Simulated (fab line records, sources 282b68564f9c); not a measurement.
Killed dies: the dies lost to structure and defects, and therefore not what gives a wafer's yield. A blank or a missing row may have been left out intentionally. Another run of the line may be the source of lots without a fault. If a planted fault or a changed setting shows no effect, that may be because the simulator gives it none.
fab line records	flow ritCmos	part 1 of 2: steps 1 to 30 of 43
record: lots: 5	wafers: 15	lastDay: 6
route steps=202 shown ACTIVE@3 FOX1@20 FOX2@23 NWELL@28 PWELL@39
lots that met no fault: taken from a fault-free run of the same line
startH: hours from the record's opening day to when the first of the lot's shown wafers began	waitH: hours from the lot's prior step to this one	" the same as in the row above	L1.1+2: a single row standing in for several wafers	- either no value or no given start	* or withheld: withheld	< > ~ a bound
route shown NAME@n: a module of which the file shows steps, and the number in the route of the first	usual: mean and standard deviation over wafers with no fault	same: alike in all rows	chamber/n: place in a boat	sites: readings site by site	_std_site: how widely they spread, as a standard deviation	_edge_site: mean of outer sites minus mean of inner sites	radiusMm: for every site, how far away it sits from the centre of the wafer	mask NAME#n: copy n	behind: the tool/chamber that last shaped the wafer	hold: the reason the lot was held/the length of the hold in hours/how it ended	device: whichever transistor did not switch (one of n, p or np)	end of line: the same wafers' tests at the end of the route	for a step that has no rows: nothing shown but its recipe	killed: count of dies lost to structure and defects at first sort (not the wafer's yield)	map: a wafer's dies, x killed, . not, _ none there
set.NAME: the setting as run; set.NAME@STEP: as run at that earlier step	model.NAME: the simulator's own value behind a step, which no gauge read
a table for each step, a row for each wafer; lots at some steps of the route
services: the hour from which a tool's chamber was out of use, counted from the record's first day as startH (under 0 if before that day), plus the number of hours and why
== steps ==
step: RIT_ACTIVE_THK_MEAS_02
recipe: reads: SiO2_of_ACTIVE_OXIDATION_01
usual: ACTIVE_OXIDE_THK: 46.8/1.1
lot.wafer	tool	chamber	startH	waitH	ACTIVE_OXIDE_THK[nm]
L079.2	filmMetro-03	-	37.06	0.0	46.4
L079.5	"	-	"	"	46.8
L079.6	"	-	"	"	46.2
L081.2	filmMetro-02	-	47.06	0.0	45.9
L081.5	"	-	"	"	45.3
L081.6	"	-	"	"	45.7
L085.2	filmMetro-03	-	67.06	0.0	47.9
L085.3	"	-	"	"	46.4
L085.6	"	-	"	"	47.0
L087.1	filmMetro-03	-	77.05	0.0	46.6
L087.3	"	-	"	"	46.2
L087.6	"	-	"	"	47.6
L093.3	filmMetro-02	-	107.07	0.0	46.8
L093.4	"	-	"	"	46.5
L093.5	"	-	"	"	47.0
step: RIT_ACTIVE_CVD_03
recipe: material: Si3N4	targetThkNm: 150	tempC: 810	precursor: SiH2Cl2/NH3	timeS: 1500	pressureMtorr: 294.7	sih2cl2FlowSccm: 60	nh3FlowSccm: 150
usual: pressureMtorr: 294.7/0.64	spikeTcSourceC: 833/4.2
lot.wafer	tool	chamber	startH	waitH	pressureMtorr	spikeTcSourceC
L079.2	lpcvd-01	0	37.11	0.0	294.9	833
L079.5	"	0	"	"	296.2	835
L079.6	"	0	"	"	295.6	836
L081.2	lpcvd-02	0	47.11	0.0	294.0	825
L081.5	"	0	"	"	294.1	825
L081.6	"	0	"	"	294.0	825
L085.2	lpcvd-01	1	67.11	0.0	294.0	831
L085.3	"	1	"	"	294.2	834
L085.6	"	1	"	"	295.1	833
L087.1	lpcvd-02	1	77.11	0.1	294.7	838
L087.3	"	1	"	"	294.7	836
L087.6	"	1	"	"	294.5	836
L093.3	lpcvd-01	0	107.11	0.0	295.2	836
L093.4	"	0	"	"	295.2	836
L093.5	"	0	"	"	294.4	835
step: RIT_ACTIVE_THK_MEAS_04
recipe: reads: Si3N4_of_ACTIVE_CVD_03
usual: ACTIVE_NITRIDE_THK: 149.1/1.4
lot.wafer	tool	chamber	startH	waitH	ACTIVE_NITRIDE_THK[nm]
L079.2	filmMetro-04	-	38.54	0.0	147.5
L079.5	"	-	"	"	148.7
L079.6	"	-	"	"	147.4
L081.2	filmMetro-03	-	49.25	0.0	149.4
L081.5	"	-	"	"	149.5
L081.6	"	-	"	"	150.0
L085.2	filmMetro-02	-	68.54	0.0	149.5
L085.3	"	-	"	"	149.5
L085.6	"	-	"	"	149.4
L087.1	filmMetro-04	-	78.53	0.0	149.9
L087.3	"	-	"	"	149.5
L087.6	"	-	"	"	148.9
L093.3	filmMetro-02	-	108.55	0.0	147.9
L093.4	"	-	"	"	146.9
L093.5	"	-	"	"	149.7
step: RIT_ACTIVE_HMDS_05
recipe: primeTimeS: 60	primeTempC: 140
lot.wafer	tool	chamber	startH	waitH
L079.2+5+6	lithoTrack-01	0	38.62	0.1
L081.2+5+6	lithoTrack-01	0	49.32	0.1
L085.2+3+6	lithoTrack-03	0	68.61	0.1
L087.1+3+6	lithoTrack-03	0	78.59	0.1
L093.3+4+5	lithoTrack-03	0	108.64	0.1
step: RIT_ACTIVE_COAT_06
recipe: resist: NOVOLAK	spinRpm: 3250	resistThkNm: 1000
lot.wafer	tool	chamber	startH	waitH
L079.2+5+6	lithoTrack-01	0	38.77	0.1
L081.2+5+6	lithoTrack-01	0	49.47	0.1
L085.2+3+6	lithoTrack-03	0	68.77	0.1
L087.1+3+6	lithoTrack-03	0	78.74	0.1
L093.3+4+5	lithoTrack-03	0	108.79	0.1
step: RIT_ACTIVE_SOFTBAKE_07
recipe: resist: NOVOLAK	tempC: 90	timeS: 60
usual: plateTempC: 90.01/0.12
lot.wafer	tool	chamber	startH	waitH	plateTempC
L079.2	lithoTrack-01	0	38.91	0.1	89.89
L079.5	"	0	"	"	89.87
L079.6	"	0	"	"	90.01
L081.2	lithoTrack-01	0	49.62	0.1	90.08
L081.5	"	0	"	"	90.12
L081.6	"	0	"	"	90.09
L085.2	lithoTrack-03	0	68.92	0.1	90.17
L085.3	"	0	"	"	90.04
L085.6	"	0	"	"	90.03
L087.1	lithoTrack-03	0	78.89	0.1	90.13
L087.3	"	0	"	"	90.02
L087.6	"	0	"	"	90.06
L093.3	lithoTrack-03	0	108.94	0.1	89.86
L093.4	"	0	"	"	89.86
L093.5	"	0	"	"	89.96
step: RIT_ACTIVE_EXPOSE_08
recipe: maskId: M1	na: 0.6	sourceShape: conventional	sigmaOuter: 0.6	targetCdNm: 1400	doseMj: 225
usual: exposureDoseMJCm2: 223.97/0.21	focusOffsetNm: -0.1/0.57	reticleTempC: 23.00/0.089
same: na: 0.6
lot.wafer	tool	chamber	startH	waitH	mask	exposureDoseMJCm2	focusOffsetNm	reticleTempC
L079.2	ilineStepper-01	0	39.18	0.2	M1#0	224.09	0.1	22.81
L079.5	"	0	"	"	M1#0	223.84	0.6	22.88
L079.6	"	0	"	"	M1#0	224.07	-0.1	23.10
L081.2	ilineStepper-02	0	49.89	0.2	M1#0	224.08	-0.6	23.01
L081.5	"	0	"	"	M1#0	223.94	-1.3	22.94
L081.6	"	0	"	"	M1#0	223.92	-0.2	23.08
L085.2	ilineStepper-02	0	69.18	0.2	M1#0	224.20	0.3	23.05
L085.3	"	0	"	"	M1#0	223.78	0.1	22.99
L085.6	"	0	"	"	M1#0	224.06	0.6	23.01
L087.1	ilineStepper-02	0	79.04	0.1	M1#0	224.45	-0.4	22.98
L087.3	"	0	"	"	M1#0	224.45	-0.6	22.91
L087.6	"	0	"	"	M1#0	224.07	0.4	23.01
L093.3	ilineStepper-02	0	109.20	0.2	M1#0	224.01	0.0	23.00
L093.4	"	0	"	"	M1#0	223.87	0.2	23.13
L093.5	"	0	"	"	M1#0	223.80	0.2	22.78
step: RIT_ACTIVE_PEB_09
recipe: resist: NOVOLAK	tempC: withheld	timeS: withheld
lot.wafer	tool	chamber	startH	waitH
L079.2+5+6	lithoTrack-03	0	39.31	0.1
L081.2+5+6	lithoTrack-03	0	50.02	0.1
L085.2+3+6	lithoTrack-03	0	69.31	0.1
L087.1+3+6	lithoTrack-02	0	79.16	0.1
L093.3+4+5	lithoTrack-01	0	109.33	0.1
step: RIT_ACTIVE_DEVELOP_10
recipe: resist: NOVOLAK	developTimeS: 50	devTempC: 22.56
lot.wafer	tool	chamber	startH	waitH
L079.2+5+6	lithoTrack-03	0	-	-
L081.2+5+6	lithoTrack-03	0	-	-
L085.2+3+6	lithoTrack-03	0	-	-
L087.1+3+6	lithoTrack-02	0	-	-
L093.3+4+5	lithoTrack-01	0	-	-
step: RIT_ACTIVE_CD_MEAS_11
recipe: targetCdNm: 1400
usual: cdNm: 1400.0/2.4
lot.wafer	tool	chamber	startH	waitH	cdNm
L079.2	cdSem-01	-	39.58	-	1402.5
L079.5	"	-	"	"	1402.0
L079.6	"	-	"	"	1402.9
L081.2	cdSem-02	-	50.30	-	1397.4
L081.5	"	-	"	"	1398.2
L081.6	"	-	"	"	1395.7
L085.2	cdSem-01	-	69.58	-	1403.4
L085.3	"	-	"	"	1399.9
L085.6	"	-	"	"	1397.7
L087.1	cdSem-01	-	79.44	-	1399.3
L087.3	"	-	"	"	1401.2
L087.6	"	-	"	"	1401.1
L093.3	cdSem-01	-	109.60	-	1401.3
L093.4	"	-	"	"	1400.9
L093.5	"	-	"	"	1399.7
step: RIT_ACTIVE_HARDBAKE_12
recipe: resist: NOVOLAK	tempC: 140	timeS: 60
usual: plateTempC: 139.98/0.12
lot.wafer	tool	chamber	startH	waitH	plateTempC
L079.2	lithoTrack-03	0	39.71	0.1	139.87
L079.5	"	0	"	"	140.05
L079.6	"	0	"	"	140.02
L081.2	lithoTrack-03	0	50.42	0.1	139.98
L081.5	"	0	"	"	140.20
L081.6	"	0	"	"	140.00
L085.2	lithoTrack-01	0	69.71	0.1	139.92
L085.3	"	0	"	"	140.11
L085.6	"	0	"	"	140.12
L087.1	lithoTrack-03	0	79.56	0.1	139.92
L087.3	"	0	"	"	139.78
L087.6	"	0	"	"	140.00
L093.3	lithoTrack-01	0	109.73	0.1	139.80
L093.4	"	0	"	"	139.79
L093.5	"	0	"	"	139.87
step: RIT_ACTIVE_ETCH_13
recipe: stopOn: SiO2	chemistry: SF6	target: Si3N4	timeS: 210	overEtchFrac: 0.4	SF6_flow_sccm: 200	pressureMtorr: 260	rfW: 125	targetDepthA: 2100
usual: drypumpMotorCurrentA: 5.7/0.4	oesProductAu: 0.812/0.014	throttleValvePct: 7.54/0.076
lot.wafer	tool	chamber	startH	waitH	drypumpMotorCurrentA	oesProductAu	rfHoursCounterH	throttleValvePct
L079.2	rieDiel-02	2	39.83	0.1	5.5	0.801	58	7.50
L079.5	"	1	"	"	4.9	0.835	-	7.46
L079.6	"	0	"	"	5.3	0.793	-	7.59
L081.2	rieDiel-04	0	50.55	0.1	6.2	0.808	5	7.56
L081.5	"	0	"	"	6.2	0.815	-	7.55
L081.6	"	1	"	"	5.7	0.815	-	7.47
L085.2	rieDiel-02	1	69.83	0.1	4.9	0.830	150	7.46
L085.3	"	3	"	"	6.0	0.817	119	7.66
L085.6	"	1	"	"	5.0	0.824	-	7.45
L087.1	rieDiel-04	2	79.71	0.1	6.2	0.799	8	7.63
L087.3	"	3	"	"	5.5	0.835	2	7.62
L087.6	"	2	"	"	6.2	0.791	-	7.65
L093.3	rieDiel-04	0	109.83	0.1	6.3	0.802	6	7.56
L093.4	"	1	"	"	5.8	0.809	86	7.48
L093.5	"	3	"	"	5.5	0.823	-	7.63
step: RIT_ACTIVE_STRIP_14
recipe: chemistry: O2	timeS: 180	resist: NOVOLAK	platenTempC: withheld	powerW: 500	pressureMtorr: 4000	o2FlowSccm: 4000
usual: drypumpMotorCurrentA: 5.5/0.38	o2FlowSccm: 4001/12
lot.wafer	tool	chamber	startH	waitH	drypumpMotorCurrentA	o2FlowSccm	rfHoursCounterH
L079.2	plasmaAsher-03	0	39.97	0.1	5.9	4011	43
L079.5	"	0	"	"	5.9	4017	-
L079.6	"	1	"	"	5.4	3992	-
L081.2	plasmaAsher-01	1	50.68	0.1	5.8	4010	27
L081.5	"	0	"	"	6.2	3987	-
L081.6	"	1	"	"	5.8	4003	-
L085.2	plasmaAsher-01	1	69.97	0.1	5.8	4006	29
L085.3	"	1	"	"	5.8	4012	-
L085.6	"	1	"	"	5.8	3999	-
L087.1	plasmaAsher-04	0	79.84	0.1	5.4	4015	48
L087.3	"	1	"	"	5.1	4022	-
L087.6	"	1	"	"	5.0	4006	-
L093.3	plasmaAsher-04	1	110.03	0.1	5.1	3993	-
L093.4	"	0	"	"	5.4	3993	-
L093.5	"	0	"	"	5.4	4018	-
step: RIT_ACTIVE_CD_MEAS_90
recipe: targetCdNm: 1400
usual: cdNm: 1400.0/2.4
lot.wafer	tool	chamber	startH	waitH	cdNm
L079.2	cdSem-02	-	40.16	0.1	1402.9
L079.5	"	-	"	"	1402.0
L079.6	"	-	"	"	1402.9
L081.2	cdSem-02	-	50.88	0.1	1397.4
L081.5	"	-	"	"	1397.9
L081.6	"	-	"	"	1396.0
L085.2	cdSem-01	-	70.16	0.1	1403.8
L085.3	"	-	"	"	1399.8
L085.6	"	-	"	"	1398.0
L087.1	cdSem-01	-	80.02	0.1	1399.4
L087.3	"	-	"	"	1401.1
L087.6	"	-	"	"	1401.8
L093.3	cdSem-01	-	110.18	0.1	1401.6
L093.4	"	-	"	"	1401.0
L093.5	"	-	"	"	1399.8
step: RIT_ACTIVE_CLEAN_15
recipe: chemistry: SC1	mix: 3:3:50	timeS: 600	tempC: 75
lot.wafer	tool	chamber	startH	waitH
L079.2+5+6	wetBench-03	2	40.26	0.1
L081.2+5+6	wetBench-03	2	50.98	0.1
L085.2+3+6	wetBench-02	3	70.26	0.1
L087.1+3+6	wetBench-02	0	80.14	0.1
L093.3+4+5	wetBench-02	2	110.26	0.1
step: RIT_ACTIVE_CLEAN_16
recipe: chemistry: dHF	dilution: 50:1	timeS: 30
lot.wafer	tool	chamber	startH	waitH
L079.2+5+6	wetBench-02	0	40.44	0.0
L081.2+5+6	wetBench-02	1	51.17	0.0
L085.2+3+6	wetBench-01	2	70.44	0.0
L087.1+3+6	wetBench-03	1	80.31	0.0
L093.3+4+5	wetBench-03	0	110.45	0.0
step: RIT_ACTIVE_CLEAN_17
recipe: chemistry: SC2	mix: 3:3:50	timeS: 600	tempC: 75	dry: n2Spin
lot.wafer	tool	chamber	startH	waitH
L079.2+5+6	wetBench-01	1	40.45	0.0
L081.2+5+6	wetBench-01	2	51.18	0.0
L085.2+3+6	wetBench-03	2	70.45	0.0
L087.1+3+6	wetBench-01	2	80.33	0.0
L093.3+4+5	wetBench-01	1	110.47	0.0
step: RIT_FOX1_OXIDATION_00
recipe: tempC: 1100	ambient: H2O	targetThkA: 3507	pH2oTorr: 720	oxTimeS: 1130
usual: spikeTcSourceC: 1126.8/2.9
lot.wafer	tool	chamber	startH	waitH	spikeTcSourceC
L079.2	furnace-01	0	40.65	0.0	1128.3
L079.5	"	0	"	"	1129.3
L079.6	"	0	"	"	1128.1
L081.2	furnace-03	0	51.36	0.0	1128.7
L081.5	"	0	"	"	1129.3
L081.6	"	0	"	"	1130.3
L085.2	furnace-04	0	70.63	0.0	1121.8
L085.3	"	0	"	"	1121.9
L085.6	"	0	"	"	1124.9
L087.1	furnace-04	0	80.50	0.0	1123.5
L087.3	"	0	"	"	1123.3
L087.6	"	0	"	"	1123.3
L093.3	furnace-01	0	110.94	0.3	1125.6
L093.4	"	0	"	"	1126.9
L093.5	"	0	"	"	1129.2
step: RIT_FOX1_THK_MEAS_01
recipe: reads: SiO2_of_FOX1_OXIDATION_00
usual: FOX1_OXIDE_THK: 353/6.2
lot.wafer	tool	chamber	startH	waitH	FOX1_OXIDE_THK[nm]
L079.2	filmMetro-02	-	41.97	0.0	354
L079.5	"	-	"	"	349
L079.6	"	-	"	"	356
L081.2	filmMetro-02	-	52.68	0.0	348
L081.5	"	-	"	"	353
L081.6	"	-	"	"	351
L085.2	filmMetro-04	-	71.95	0.0	359
L085.3	"	-	"	"	358
L085.6	"	-	"	"	354
L087.1	filmMetro-04	-	81.82	0.0	348
L087.3	"	-	"	"	345
L087.6	"	-	"	"	346
L093.3	filmMetro-01	-	112.28	0.0	349
L093.4	"	-	"	"	351
L093.5	"	-	"	"	347
step: RIT_FOX1_WET_ETCH_02
recipe: chemistry: BOE	targetDepthNm: 350	timeS: 390	tempC: 21.5	dry: n2Spin	dilution: 10:1	target: SiO2
lot.wafer	tool	chamber	startH	waitH
L079.2+5+6	wetBench-04	1	42.02	0.0
L081.2+5+6	wetBench-02	3	52.73	0.0
L085.2+3+6	wetBench-02	0	72.00	0.0
L087.1+3+6	wetBench-04	1	81.88	0.1
L093.3+4+5	wetBench-03	1	112.32	0.0
step: RIT_FOX2_OXIDATION_00
recipe: tempC: 1100	ambient: H2O	targetThkA: 3507	pH2oTorr: 720	oxTimeS: 1130
usual: spikeTcSourceC: 1124/3.7
lot.wafer	tool	chamber	startH	waitH	spikeTcSourceC
L079.2	furnace-01	0	43.46	1.3	1128
L079.5	"	0	"	"	1128
L079.6	"	0	"	"	1128
L081.2	furnace-04	0	53.28	0.4	1122
L081.5	"	0	"	"	1123
L081.6	"	0	"	"	1122
L085.2	furnace-04	0	72.12	0.0	1123
L085.3	"	0	"	"	1122
L085.6	"	0	"	"	1122
L087.1	furnace-04	0	82.01	0.0	1122
L087.3	"	0	"	"	1122
L087.6	"	0	"	"	1123
L093.3	furnace-01	0	112.43	0.0	1129
L093.4	"	0	"	"	1128
L093.5	"	0	"	"	1129
step: RIT_FOX2_THK_MEAS_01
recipe: reads: SiO2_of_FOX2_OXIDATION_00
usual: FOX2_OXIDE_THK: 349/7.4
lot.wafer	tool	chamber	startH	waitH	FOX2_OXIDE_THK[nm]
L079.2	filmMetro-01	-	44.78	0.0	342
L079.5	"	-	"	"	345
L079.6	"	-	"	"	333
L081.2	filmMetro-01	-	54.60	0.0	356
L081.5	"	-	"	"	354
L081.6	"	-	"	"	363
L085.2	filmMetro-01	-	73.44	0.0	342
L085.3	"	-	"	"	346
L085.6	"	-	"	"	347
L087.1	filmMetro-03	-	83.32	0.0	356
L087.3	"	-	"	"	356
L087.6	"	-	"	"	353
L093.3	filmMetro-01	-	113.77	0.0	347
L093.4	"	-	"	"	347
L093.5	"	-	"	"	349
step: RIT_FOX2_CLEAN_02
recipe: chemistry: dHF	dilution: 50:1	timeS: 180
lot.wafer	tool	chamber	startH	waitH
L079.2+5+6	wetBench-01	2	44.83	0.0
L081.2+5+6	wetBench-04	2	54.65	0.0
L085.2+3+6	wetBench-04	1	73.49	0.0
L087.1+3+6	wetBench-01	2	83.38	0.1
L093.3+4+5	wetBench-01	2	113.81	0.0
step: RIT_FOX2_WET_ETCH_03
recipe: chemistry: H3PO4	target: Si3N4	targetDepthNm: 195	tempC: 165	timeS: 2700
lot.wafer	tool	chamber	startH	waitH
L079.2+5+6	wetBench-02	2	44.89	0.0
L081.2+5+6	wetBench-02	0	54.71	0.0
L085.2+3+6	wetBench-01	3	73.55	0.0
L087.1+3+6	wetBench-04	3	83.44	0.0
L093.3+4+5	wetBench-04	0	113.87	0.0
step: RIT_FOX2_THK_MEAS_90
recipe: reads: SiO2_of_FOX2_OXIDATION_00
usual: FIELD_OXIDE_LEFT_1_THK: 322/7.4
lot.wafer	tool	chamber	startH	waitH	FIELD_OXIDE_LEFT_1_THK[nm]
L079.2	filmMetro-04	-	45.66	0.0	314
L079.5	"	-	"	"	318
L079.6	"	-	"	"	306
L081.2	filmMetro-01	-	55.48	0.0	328
L081.5	"	-	"	"	327
L081.6	"	-	"	"	335
L085.2	filmMetro-01	-	74.32	0.0	314
L085.3	"	-	"	"	319
L085.6	"	-	"	"	320
L087.1	filmMetro-01	-	84.27	0.0	328
L087.3	"	-	"	"	328
L087.6	"	-	"	"	326
L093.3	filmMetro-01	-	114.65	0.0	320
L093.4	"	-	"	"	320
L093.5	"	-	"	"	321
step: RIT_NWELL_HMDS_00
recipe: primeTimeS: 60	primeTempC: 140
lot.wafer	tool	chamber	startH	waitH
L079.2+5+6	lithoTrack-04	0	45.74	0.1
L081.2+5+6	lithoTrack-03	0	55.56	0.1
L085.2+3+6	lithoTrack-03	0	74.40	0.1
L087.1+3+6	lithoTrack-01	0	84.33	0.1
L093.3+4+5	lithoTrack-01	0	114.74	0.1
step: RIT_NWELL_COAT_01
recipe: resist: NOVOLAK	spinRpm: 2000	resistThkNm: 1300
lot.wafer	tool	chamber	startH	waitH
L079.2+5+6	lithoTrack-04	0	45.89	0.1
L081.2+5+6	lithoTrack-03	0	55.71	0.1
L085.2+3+6	lithoTrack-03	0	74.55	0.1
L087.1+3+6	lithoTrack-01	0	84.48	0.1
L093.3+4+5	lithoTrack-01	0	114.89	0.1
step: RIT_NWELL_SOFTBAKE_02
recipe: resist: NOVOLAK	tempC: 90	timeS: 60
usual: plateTempC: 90.01/0.13
lot.wafer	tool	chamber	startH	waitH	plateTempC
L079.2	lithoTrack-04	0	46.04	0.1	89.99
L079.5	"	0	"	"	89.99
L079.6	"	0	"	"	89.60
L081.2	lithoTrack-03	0	55.86	0.1	90.03
L081.5	"	0	"	"	90.04
L081.6	"	0	"	"	89.99
L085.2	lithoTrack-03	0	74.70	0.1	90.10
L085.3	"	0	"	"	90.14
L085.6	"	0	"	"	90.08
L087.1	lithoTrack-01	0	84.63	0.1	90.15
L087.3	"	0	"	"	90.04
L087.6	"	0	"	"	90.04
L093.3	lithoTrack-01	0	115.04	0.1	89.98
L093.4	"	0	"	"	89.90
L093.5	"	0	"	"	89.91
step: RIT_NWELL_EXPOSE_03
recipe: maskId: M2	na: 0.57	targetCdNm: 43900	doseMj: 250
usual: exposureDoseMJCm2: 250.00/0.25	focusOffsetNm: 0.1/0.54	reticleTempC: 22.99/0.12
same: na: 0.57
lot.wafer	tool	chamber	startH	waitH	mask	exposureDoseMJCm2	focusOffsetNm	reticleTempC
L079.2	ilineStepper-01	0	46.30	0.2	M2#0	249.96	0.6	23.00
L079.5	"	0	"	"	M2#0	249.81	0.2	22.99
L079.6	"	0	"	"	M2#0	250.11	0.4	23.04
L081.2	ilineStepper-01	0	56.00	0.1	M2#0	250.10	0.0	23.07
L081.5	"	0	"	"	M2#0	249.76	-0.2	23.12
L081.6	"	0	"	"	M2#0	249.96	0.1	23.24
L085.2	ilineStepper-02	0	74.84	0.1	M2#0	249.99	-0.6	23.00
L085.3	"	0	"	"	M2#0	250.26	0.1	23.08
L085.6	"	0	"	"	M2#0	249.86	-1.1	22.90
L087.1	ilineStepper-01	0	84.90	0.2	M2#0	249.81	-0.1	22.88
L087.3	"	0	"	"	M2#0	249.94	0.8	22.98
L087.6	"	0	"	"	M2#0	249.83	-0.5	22.91
L093.3	ilineStepper-02	0	115.18	0.1	M2#0	250.66	-0.5	23.03
L093.4	"	0	"	"	M2#0	249.77	-0.5	23.04
L093.5	"	0	"	"	M2#0	250.70	-0.3	22.84
step: RIT_NWELL_PEB_04
recipe: resist: NOVOLAK	tempC: withheld	timeS: withheld
lot.wafer	tool	chamber	startH	waitH
L079.2+5+6	lithoTrack-01	0	46.43	0.1
L081.2+5+6	lithoTrack-03	0	56.12	0.1
L085.2+3+6	lithoTrack-04	0	74.96	0.1
L087.1+3+6	lithoTrack-04	0	85.02	0.1
L093.3+4+5	lithoTrack-01	0	115.30	0.1
